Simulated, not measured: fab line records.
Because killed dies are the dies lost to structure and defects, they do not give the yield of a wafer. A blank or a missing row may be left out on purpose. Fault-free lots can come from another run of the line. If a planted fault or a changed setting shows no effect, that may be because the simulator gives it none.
One fault through the eyes of 2 desks :: flow ritCmos :: only its own numbers are on each desk; what lay behind them is given at the end

## METROLOGY DESK
Lot by lot, what the gauges showed, no matter which tool ran the lot: averages of those sampled wafers that carry a number. If a lot's mean is further than 4 standard deviations from the usual mean, the lot is out of limits and carries the mark OUT (the distance appears in the brackets).
Columns: A = ACTIVE_OXIDE_THK at RIT_ACTIVE_THK_MEAS_02, usual 42.8 nm; B = PWELL_TW at RIT_PWELL_TW_MEAS_10, usual 951; C = PWELL_RS at RIT_WELLDRIVE_RS_MEAS_02, usual 429.1 ohm/sq; D = GATE_OVL at RIT_GATE_OVL_MEAS_17, usual 0.8 nm
lot: L935
first seen here: day 1 17:07
A: 41.4
B: 957
C: 430.6
D: 0.6

lot: L936
first seen here: day 1 17:08
A: 42.5
B: 950
C: 429.1
D: 0.3

lot: L937
first seen here: day 1 23:33
A: 43.0
B: 959
C: 429.2
D: 0.1

lot: L938
first seen here: day 2 05:23
A: 43.9
B: 944
C: 428.8
D: -0.7

lot: L940
first seen here: day 2 13:35
A: 42.4
B: 944
C: 429.8
D: -1.4

lot: L941
first seen here: day 2 18:52
A: 44.2
B: 946
C: 427.5
D: 2.2

lot: L942
first seen here: day 3 01:07
A: 43.2
B: 943
C: 427.5
D: 1.0

lot: L943
first seen here: day 3 04:33
A: 42.6
B: 886 (-9.6) OUT
C: 497.6 (+57) OUT
D: -0.5

lot: L944
first seen here: day 3 09:29
A: 42.9
B: 959
C: 429.0
D: 0.2

lot: L948
first seen here: day 4 06:41
A: 42.7
B: 881 (-10) OUT
C: 500.5 (+59) OUT
D: -0.4

lot: L950
first seen here: day 4 15:54
A: 42.3
B: 949
C: 426.7
D: 0.6

lot: L952
first seen here: day 5 02:01
A: 42.9
B: 943
C: 428.8
D: 1.2

lot: L954
first seen here: day 5 13:25
A: 41.8
B: 951
C: 429.9
D: 2.4

lot: L957
first seen here: day 6 02:17
A: 42.2
B: 957
C: 429.6
D: 0.6
This desk reports L943, L948 out of limits; the earliest was L943 at day 3 22:36 (PWELL_TW at RIT_PWELL_TW_MEAS_10). Within limits: L935, L936, L937, L938, L940, L941, L942, L944, L950, L952, L954, L957.

## TOOL OWNER'S DESK, implanter-02
RIT_PWELL_IMPLANT_08, tool's own readings: per-lot mean of the sampled wafers with a number, covering each lot this tool ran. If a lot's mean is further than 4 standard deviations from the usual mean, the lot is out of limits and carries the mark OUT (the distance appears in the brackets).
Columns: A = doseIonsCm2 at RIT_PWELL_IMPLANT_08, usual 7.002e+13; B = faradayCurrentUA at RIT_PWELL_IMPLANT_08, usual 222
lot: L936
first seen here: day 2 07:39
A: 7.000e+13
B: 224

lot: L938
first seen here: day 2 17:17
A: 7.003e+13
B: 220

lot: L941
first seen here: day 3 07:37
A: 6.996e+13
B: 226

lot: L942
first seen here: day 3 14:38
A: 7.003e+13
B: 221

lot: L943
first seen here: day 3 22:17
A: 5.525e+13 (-99 or more) OUT
B: 178 (-10) OUT

lot: L948
first seen here: day 4 16:56
A: 5.530e+13 (-99 or more) OUT
B: 174 (-11) OUT
This desk's verdict: out of limits on L943, L948, starting with L943 at day 3 22:17 (doseIonsCm2 at RIT_PWELL_IMPLANT_08). Within limits: L936, L938, L941, L942.

## ALL TOGETHER
The tool owner's desk had the chance to raise an alarm at day 3 22:17 on L943, L948.
An alarm was possible from the metrology desk at day 3 22:36, on L943, L948.
Of the lots named, all ran RIT_PWELL_IMPLANT_08 on implanter-02.

## WHAT WAS PUT IN BY THE SIMULATOR
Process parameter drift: implanter-02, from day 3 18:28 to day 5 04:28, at RIT_PWELL_IMPLANT_08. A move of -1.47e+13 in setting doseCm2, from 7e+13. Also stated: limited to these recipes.
Lots struck among those shown: L943, L948.
Counting hours from when the fault started, the first reading out of limits came at 4 for the tool owner's desk and at 4 for the metrology desk.
